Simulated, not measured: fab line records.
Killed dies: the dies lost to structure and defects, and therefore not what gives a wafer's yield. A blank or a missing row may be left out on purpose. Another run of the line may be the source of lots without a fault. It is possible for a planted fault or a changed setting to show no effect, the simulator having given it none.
Which tool was responsible? | flow rit-cmos | 15 lots, 45 wafers sampled, at 2 steps of a route of 202

## WHAT THE GAUGES READ, wafer by wafer
RIT_SDANNEAL_RS_MEAS_04: measures by four-point-probe. Usual: PSD_RS 116.3 ohm/sq, standard deviation 0.33.
lot  | measured    | on            | PSD_RS (ohm/sq)                     | flag
L723 | day 3 08:08 | film-metro-01 | 116.3 116.1 116.2                   |
L724 | day 3 10:40 | film-metro-01 | 116.4 116.3 116.4                   |
L725 | day 3 14:20 | film-metro-03 | 116.7 116.8 116.6                   |
L726 | day 3 19:16 | film-metro-04 | 116.7 116.5 116.6                   |
L727 | day 3 22:30 | film-metro-01 | 116.3 116.4 116.7                   |
L728 | day 4 03:17 | film-metro-04 | 116.1 116.7 116.7                   |
L729 | day 4 07:23 | film-metro-04 | 116.3 116.1 116.2                   |
L730 | day 4 17:46 | film-metro-04 | 116.4 116.4 116.2                   |
L731 | day 4 20:34 | film-metro-01 | 117.0 116.9 117.1                   |
L734 | day 5 10:00 | film-metro-03 | 165.6 166.1 166.2 166.0 166.1 166.4 | OFF
L736 | day 5 19:45 | film-metro-01 | 166.1 165.9 166.5 166.4 166.1 166.7 | OFF
L738 | day 6 09:28 | film-metro-04 | 166.1 165.8 166.0 166.1 166.2 166.1 | OFF
L741 | day 7 05:58 | film-metro-01 | 116.3 116.5 116.6                   |
L743 | day 7 14:49 | film-metro-03 | 116.2 116.1 116.3                   |
L745 | day 8 00:47 | film-metro-04 | 116.1 116.2 115.9                   |

## EACH LOT AND THE TOOL THAT RAN IT (in order: tool; ch and the chambers of the sampled wafers; start)
lot  | RIT_SDANNEAL_RTA_03
L723 | rtp-anneal-02 ch 0, day 3 08:05
L724 | rtp-anneal-01 ch 0, day 3 10:37
L725 | rtp-anneal-02 ch 0, day 3 14:16
L726 | rtp-anneal-01 ch 0, day 3 19:12
L727 | rtp-anneal-02 ch 0, day 3 22:26
L728 | rtp-anneal-01 ch 0, day 4 03:13
L729 | rtp-anneal-02 ch 0, day 4 07:20
L730 | rtp-anneal-01 ch 0, day 4 17:42
L731 | rtp-anneal-02 ch 0, day 4 20:31
L734 | rtp-anneal-02 ch 0, day 5 09:56
L736 | rtp-anneal-02 ch 0, day 5 19:42
L738 | rtp-anneal-02 ch 0, day 6 09:25
L741 | rtp-anneal-01 ch 0, day 7 05:55
L743 | rtp-anneal-01 ch 0, day 7 14:46
L745 | rtp-anneal-01 ch 0, day 8 00:44
- RIT_SDANNEAL_RTA_03: time 4.891 s.

## WHAT THE TOOLS THEMSELVES READ (means of the sampled wafers that have a number; where no wafer has one, the mark that the record gives instead)
RIT_SDANNEAL_RTA_03. Usual: wafer_temp_C_max at 1053.7, with a standard deviation of 1.2.
lot  | tool          | wafer_temp_C_max | flag
L723 | rtp-anneal-02 | 1053.5           |
L724 | rtp-anneal-01 | 1054.3           |
L725 | rtp-anneal-02 | 1054.3           |
L726 | rtp-anneal-01 | 1053.4           |
L727 | rtp-anneal-02 | 1052.5           |
L728 | rtp-anneal-01 | 1053.7           |
L729 | rtp-anneal-02 | 1052.8           |
L730 | rtp-anneal-01 | 1054.7           |
L731 | rtp-anneal-02 | 1053.7           |
L734 | rtp-anneal-02 | 989.1            | OFF
L736 | rtp-anneal-02 | 988.3            | OFF
L738 | rtp-anneal-02 | 988.7            | OFF
L741 | rtp-anneal-01 | 1054.2           |
L743 | rtp-anneal-01 | 1052.5           |
L745 | rtp-anneal-01 | 1053.7           |

## THE ANSWER, worked out from the rows above alone
Rule: a lot counts as off when the mean over its wafers that have a number is more than 3 standard deviations away from the usual mean. A lot without any number at a reading at which 4 lots or more have one is off too. The other lots that the step has rows for count as sound. After the gauges, taken in route order, come the tools' own readings; for these a lot's mean is taken, as printed above. The first step at which some lot is off is used, and at that step the reading that is off furthest; a lot without a number counts as furthest.
Off: L734, L736, L738, at RIT_SDANNEAL_RS_MEAS_04 (PSD_RS).
If a tool, at a process step before that reading, ran all the lots that are off and no sound lot after the first of them, it fits. The gauges at RIT_SDANNEAL_RS_MEAS_04 aren't tried: what is off there is off at RIT_SDANNEAL_RTA_03 too, on other tools, and a gauge's error can't cause that. One fits: RIT_SDANNEAL_RTA_03 on rtp-anneal-02. Its last sound lot is L731 (day 4 20:31), its first lot that is off L734 (day 5 09:56): a fault that began between those two fits.
The tool's own readings at RIT_SDANNEAL_RTA_03 bear it out: on the lots that are off they differ by more than 5 times the standard deviation of the sound lots' means. wafer_temp_C_max reads 988.7 there against 1053.6 on the sound lots.

## WHAT HAD BEEN PUT IN BY THE SIMULATOR
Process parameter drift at RIT_SDANNEAL_RTA_03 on rtp-anneal-02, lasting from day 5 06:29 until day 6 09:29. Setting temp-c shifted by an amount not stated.
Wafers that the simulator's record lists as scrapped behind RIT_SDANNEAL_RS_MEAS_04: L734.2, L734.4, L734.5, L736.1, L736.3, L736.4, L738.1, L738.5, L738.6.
Struck lots among those shown: L734, L736, L738. The rule above found the same.
